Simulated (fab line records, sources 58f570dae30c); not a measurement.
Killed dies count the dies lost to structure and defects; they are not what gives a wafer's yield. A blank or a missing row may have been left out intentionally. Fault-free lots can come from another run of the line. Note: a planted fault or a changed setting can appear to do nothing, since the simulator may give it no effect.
Matching of chambers || flow berkeley-cmos170 || UCB170_M2_ETCH_17 on rie-diel-02 has 4 sister chambers
The step etches BARC in N2/H2. 4 wafers are shown with their chamber, then 8 later ones without.

WAFERS PAIRED WITH THEIR CHAMBERS
{"wafer": "L083.3", "chamber": 0, "drypump-motor-current-A (A)": 5.8}
{"wafer": "L087.2", "chamber": 1, "drypump-motor-current-A (A)": 6.2}
{"wafer": "L087.3", "chamber": 2, "drypump-motor-current-A (A)": 6.0}
{"wafer": "L089.1", "chamber": 3, "drypump-motor-current-A (A)": 4.9}

WAFERS WITH NO CHAMBER GIVEN
{"wafer": "L089.2", "drypump-motor-current-A (A)": 6.2}
{"wafer": "L089.4", "drypump-motor-current-A (A)": 5.9}
{"wafer": "L091.1", "drypump-motor-current-A (A)": 5.9}
{"wafer": "L091.3", "drypump-motor-current-A (A)": 4.9}
{"wafer": "L091.6", "drypump-motor-current-A (A)": 6.2}
{"wafer": "L096.3", "drypump-motor-current-A (A)": 5.8}
{"wafer": "L096.5", "drypump-motor-current-A (A)": 5.8}
{"wafer": "L096.6", "drypump-motor-current-A (A)": 6.2}

WHICH CHAMBER EACH ONE RAN IN
{"wafer": "L089.2", "from the rows above": 1, "in truth": 1}
{"wafer": "L089.4", "from the rows above": "can't be placed: 2 or 0", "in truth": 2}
{"wafer": "L091.1", "from the rows above": "can't be placed: 2 or 0", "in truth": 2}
{"wafer": "L091.3", "from the rows above": 3, "in truth": 3}
{"wafer": "L091.6", "from the rows above": 1, "in truth": 1}
{"wafer": "L096.3", "from the rows above": 0, "in truth": 0}
{"wafer": "L096.5", "from the rows above": 0, "in truth": 0}
{"wafer": "L096.6", "from the rows above": 1, "in truth": 1}
Correctly placed: 6 of 8. Cannot be placed on the basis of these rows: 2; the candidates contain the true chamber in 2. Number placed wrongly: 0.
How it was worked out, from the rows above alone: a wafer's distance from a chamber is the root of the sum, over the readings, of the square of ((its reading less the chamber's mean) divided by the reading's scatter). If the next closest chamber is less than 2 further off than the closest, the wafer can't be placed; otherwise it belongs to the closest. The mean given for a chamber averages the wafers shown for that chamber. The scatter: root of mean squared gap, hidden wafer to nearest shown wafer, with one shown wafer a chamber.
